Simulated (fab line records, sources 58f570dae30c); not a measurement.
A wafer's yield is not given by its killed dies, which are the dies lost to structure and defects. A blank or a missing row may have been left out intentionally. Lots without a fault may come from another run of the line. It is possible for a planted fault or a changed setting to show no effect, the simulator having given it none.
Which tool did it?    flow berkeley cmos170    42 wafers from 14 lots sampled at 5 of the route's 331 steps

## WHAT THE GAUGES SHOWED, per wafer
UCB170_NWELL_TW_MEAS_16. Usual: NWELL_TW typically reads 1245, with standard deviation 7.6.
lot   measured     on             NWELL_TW        flag
L760  day 3 05:34  film metro-04  1239 1235 1239  
L761  day 3 13:43  film metro-02  1247 1242 1244  
L763  day 3 16:25  film metro-04  1241 1236 1236  
L764  day 3 16:41  film metro-02  1245 1249 1242  
L766  day 4 10:42  film metro-01  1241 1243 1248  
L767  day 4 15:58  film metro-01  1221 1223 1220  OFF
L768  day 4 16:08  film metro-04  1252 1242 1242  
L772  day 5 14:25  film metro-04  1246 1237 1245  
L771  day 5 14:58  film metro-04  1215 1209 1212  OFF
L774  day 6 09:16  film metro-02  1258 1256 1256  
L775  day 6 09:31  film metro-04  1228 1232 1237  
L777  day 6 17:02  film metro-01  1251 1269 1254  
L780  day 7 09:58  film metro-02  1253 1245 1247  
L779  day 7 09:59  film metro-01  1254 1249 1245  

UCB170_PVT_OVL_MEAS_06. Usual: PVT_OVL typically reads 3 nm, with standard deviation 4.6.
lot   measured      on          PVT_OVL (nm)  flag
L760  day 7 01:04   overlay-01  5 -5 1        
L761  day 7 19:50   overlay-02  1 0 3         
L763  day 7 20:05   overlay-01  1 3 5         
L764  day 7 20:11   overlay-01  8 3 10        
L766  day 9 05:28   overlay-02  -1 5 -6       
L767  day 9 04:55   overlay-01  -3 -2 -10     
L768  day 9 05:16   overlay-02  6 3 4         
L772  day 10 01:04  overlay-02  4 1 8         
L771  day 10 01:17  overlay-01  5 0 0         
L774  day 10 22:30  overlay-02  -6 -3 1       
L775  day 10 23:14  overlay-02  2 0 8         
L777  day 10 22:46  overlay-02  7 13 11       
L780  day 11 01:56  overlay-01  4 -2 -5       
L779  day 11 02:40  overlay-01  1 3 6         

UCB170_GATE_CD_MEAS_90: target cd 350 nm. Usual: cd nm 349.9 nm, standard deviation 1.3.
lot   measured      on         cd nm (nm)         flag
L760  day 7 20:40   cd sem-02  348.5 347.8 349.3  
L761  day 8 16:34   cd sem-02  349.8 349.2 347.9  
L763  day 8 16:35   cd sem-01  350.7 349.0 351.0  
L764  day 8 16:49   cd sem-02  349.6 351.0 349.1  
L766  day 9 17:22   cd sem-01  351.2 349.1 349.3  
L767  day 9 17:32   cd sem-02  350.2 351.3 349.7  
L768  day 9 17:35   cd sem-01  350.1 350.2 350.2  
L772  day 10 16:41  cd sem-02  349.3 351.5 349.9  
L771  day 10 16:25  cd sem-01  350.1 351.7 350.6  
L774  day 11 10:20  cd sem-01  352.5 351.0 351.3  
L775  day 11 11:06  cd sem-02  349.4 349.0 349.4  
L777  day 11 10:45  cd sem-01  352.3 352.0 352.9  
L780  day 11 15:02  cd sem-01  350.1 350.3 350.3  
L779  day 11 14:48  cd sem-01  347.6 348.9 347.4  

## TOOL THAT RAN EACH LOT (tool first, then ch and the chambers of the sampled wafers, then the start)
lot   UCB170_NWELL_IMPLANT_14         UCB170_GATE_ETCH_14
L760  implanter-01 ch 0, day 3 05:19  rie diel-04 ch 0,2,3, day 7 20:28
L761  implanter-01 ch 0, day 3 13:30  rie diel-01 ch 1,3, day 8 16:20
L763  implanter-03 ch 0, day 3 16:10  rie diel-03 ch 0,1,2, day 8 16:24
L764  implanter-04 ch 0, day 3 16:29  rie diel-04 ch 0,1,2, day 8 16:34
L766  implanter-03 ch 0, day 4 10:29  rie diel-01 ch 2,3, day 9 17:04
L767  implanter-03 ch 0, day 4 15:43  rie diel-04 ch 1,2, day 9 17:20
L768  implanter-01 ch 0, day 4 15:53  rie diel-01 ch 1,2, day 9 17:20
L772  implanter-01 ch 0, day 5 14:11  rie diel-04 ch 2,3, day 10 16:28
L771  implanter-03 ch 0, day 5 14:43  rie diel-03 ch 1,2, day 10 16:14
L774  implanter-04 ch 0, day 6 09:02  rie diel-03 ch 1,2,3, day 11 10:08
L775  implanter-01 ch 0, day 6 09:17  rie diel-04 ch 1,2,3, day 11 10:50
L777  implanter-04 ch 0, day 6 16:46  rie diel-01 ch 0,1,3, day 11 10:34
L780  implanter-04 ch 0, day 7 09:43  rie diel-01 ch 1,2,3, day 11 14:49
L779  implanter-01 ch 0, day 7 09:45  rie diel-01 ch 1,2,3, day 11 14:32
- UCB170_NWELL_IMPLANT_14
- UCB170_GATE_ETCH_14: etches BARC in N2/H2.

## AS READ BY THE TOOLS THEMSELVES (means over the sampled wafers that have a number; for cases with no such wafer, the mark the record gives instead)
UCB170_NWELL_IMPLANT_14. Usual: dose ions cm2 9.997e+12, standard deviation 1e+10.
lot   tool          dose ions cm2  flag
L760  implanter-01  9.979e+12      
L761  implanter-01  9.984e+12      
L763  implanter-03  9.998e+12      
L764  implanter-04  1.000e+13      
L766  implanter-03  9.991e+12      
L767  implanter-03  1.000e+13      
L768  implanter-01  9.994e+12      
L772  implanter-01  1.000e+13      
L771  implanter-03  9.998e+12      
L774  implanter-04  9.998e+12      
L775  implanter-01  1.000e+13      
L777  implanter-04  1.001e+13      
L780  implanter-04  1.001e+13      
L779  implanter-01  1.000e+13      

UCB170_GATE_ETCH_14. Usual: drypump motor current A 5.5 A, standard deviation 0.53; oes product au 1.002 a.u., standard deviation 0.022; throttle valve pct 13.28 %, standard deviation 0.19.
lot   tool         drypump motor current A (A)  oes product au (a.u.)  throttle valve pct (%)  flag
L760  rie diel-04  5.3                          1.022                  13.15                   
L761  rie diel-01  6.2                          0.973                  13.20                   
L763  rie diel-03  5.5                          1.010                  13.37                   
L764  rie diel-04  5.4                          1.013                  13.24                   
L766  rie diel-01  5.0                          1.008                  13.43                   
L767  rie diel-04  5.2                          1.014                  13.23                   
L768  rie diel-01  5.3                          0.991                  13.24                   
L772  rie diel-04  5.1                          1.015                  13.13                   
L771  rie diel-03  5.3                          0.984                  13.47                   
L774  rie diel-03  5.6                          0.995                  13.37                   
L775  rie diel-04  5.2                          1.005                  13.27                   
L777  rie diel-01  5.8                          0.990                  13.24                   
L780  rie diel-01  5.6                          0.985                  13.31                   
L779  rie diel-01  5.6                          0.996                  13.31                   

## THE ANSWER, worked out from the rows above alone
Rule: a lot is off if the mean of its wafers that have a number lies more than 3 standard deviations from the usual mean. Also off: a lot with no number at a reading for which 4 or more lots have one. All remaining lots with rows at the step are treated as sound. First the gauges in route order, then the tools' own readings, where a lot's mean is used as printed above. At the first step where some lot is off, the reading lying furthest off is the one used; lots without a number count as furthest.
Off: at UCB170_NWELL_TW_MEAS_16 (NWELL_TW), L767, L771.
A tool fits if, at a process step before that reading, it ran every lot that is off, and no sound lot after the first of them. The gauges at UCB170_NWELL_TW_MEAS_16 are tried like those tools. One candidate fits, namely implanter-03 at UCB170_NWELL_IMPLANT_14. A fault onset in the window from L766 (day 4 10:29, its last sound lot) to L767 (day 4 15:43, its first lot off) fits.

## WHAT HAD BEEN PUT IN BY THE SIMULATOR
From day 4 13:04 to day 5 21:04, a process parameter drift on implanter-03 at UCB170_NWELL_IMPLANT_14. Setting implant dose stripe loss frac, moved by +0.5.
Lots struck among those shown: L767, L771. The rule above found the same.
